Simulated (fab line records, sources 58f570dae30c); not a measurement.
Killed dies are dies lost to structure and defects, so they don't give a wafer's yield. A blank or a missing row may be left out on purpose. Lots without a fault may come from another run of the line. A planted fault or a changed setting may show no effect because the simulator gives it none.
A struck lot beside a sound one | flow berkeley_cmos170 | 16 steps out of a route of 331
Sound: wafers L183.1, L183.3, L183.5. Struck: wafers L187.3, L187.4, L187.5. The cause comes at the end.
At each step with rows: each side's tool, then ch and its chambers, then its first start. Under that, the readings that differ: sound wafers | struck wafers | difference of the means | sigmas: that difference in standard deviations of wafers without a fault.
alike: readings whose means differ by less than 2 such deviations, and words and numbers that are the same on both sides. not compared: withheld readings, readings that some wafer has no value for, bounds like >300 that may hide the same value, and numbers for which the record gives no deviation and whose values overlap.
The two part at a step that has a row with sigmas, a row that says differs or no value, or rows on one side only. Numbers that don't overlap but have no deviation are shown without sigmas and don't part them. A reading that every wafer of one side lacks parts them only if that side has two wafers or more.

UCB170_NVT_OVL_MEAS_06:
  sound on overlay-01, day 9 15:32; struck on overlay-01, day 10 00:33
  alike: NVT_OVL
then, 1 step without rows for these wafers: UCB170_NVT_IMPLANT_07.
UCB170_NVT_STRIP_08: strips in O2.
  sound on plasma_asher-03 ch 1, day 9 15:43; struck on plasma_asher-01 ch 0,1, day 10 00:46
  alike: drypump_motor_current_A, oes_product_au, strip_time_to_endpoint_s
  not compared: rf_hours_counter_h
UCB170_NVT_TW_MEAS_09:
  sound on film_metro-01, day 9 15:49; struck on film_metro-03, day 10 00:51
  alike: NVT_TW
then, 7 steps without rows for these wafers: UCB170_NVT_CLEAN_10 (cleans in SPM, time 600 s); UCB170_PVT_HMDS_00 (prime time 60 s); UCB170_PVT_COAT_01 (resist thk 900 nm); UCB170_PVT_SOFTBAKE_02 (time 60 s); UCB170_PVT_EXPOSE_03 (exposes mask NWELL, target cd 3000 nm); UCB170_PVT_PEB_04; UCB170_PVT_DEVELOP_05 (develop time 45 s).
UCB170_PVT_OVL_MEAS_06:
  sound on overlay-01, day 9 18:31; struck on overlay-01, day 10 02:26
  alike: PVT_OVL
UCB170_PVT_IMPLANT_07:
  sound on implanter-01 ch 0, day 9 18:33; struck on implanter-03 ch 0, day 10 02:30
  reading            | sound            | struck         | difference | sigmas
  beam_on_s (s)      | 10.36 10.16 9.98 | 7.76 7.88 7.27 | -2.53      | -12
  faraday_current_uA | 6.10 6.26 6.37   | 8.18 8.10 8.71 | +2.09      | +16
UCB170_PVT_STRIP_08: strips in O2.
  sound on plasma_asher-02 ch 1, day 9 18:42; struck on plasma_asher-04 ch 0,1, day 10 02:38
  alike: drypump_motor_current_A, oes_product_au, strip_time_to_endpoint_s
  not compared: rf_hours_counter_h
UCB170_PVT_TW_MEAS_09:
  sound on film_metro-01, day 9 18:48; struck on film_metro-02, day 10 03:02
  reading | sound             | struck            | difference | sigmas
  PVT_TW  | 508.5 506.5 508.3 | 462.1 466.2 467.9 | -42.4      | -18
  not compared: hold
-- the record jumps here: 2 days lie between the struck wafers' starts before and after (it left off in module PVT and takes up again in module M3, whose first step shown is number 331 of the route) --
UCB170_M3_PROBE_99:
  the record has rows for the struck wafers here (prober-01, day 12 03:40) and none for the sound ones

WHERE THEY PART
First at UCB170_PVT_IMPLANT_07; last, within this record, at UCB170_M3_PROBE_99.

WHY: what the simulator had put in
Process parameter drift: implanter-03, from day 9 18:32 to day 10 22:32, at UCB170_PVT_IMPLANT_07. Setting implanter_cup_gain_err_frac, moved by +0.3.
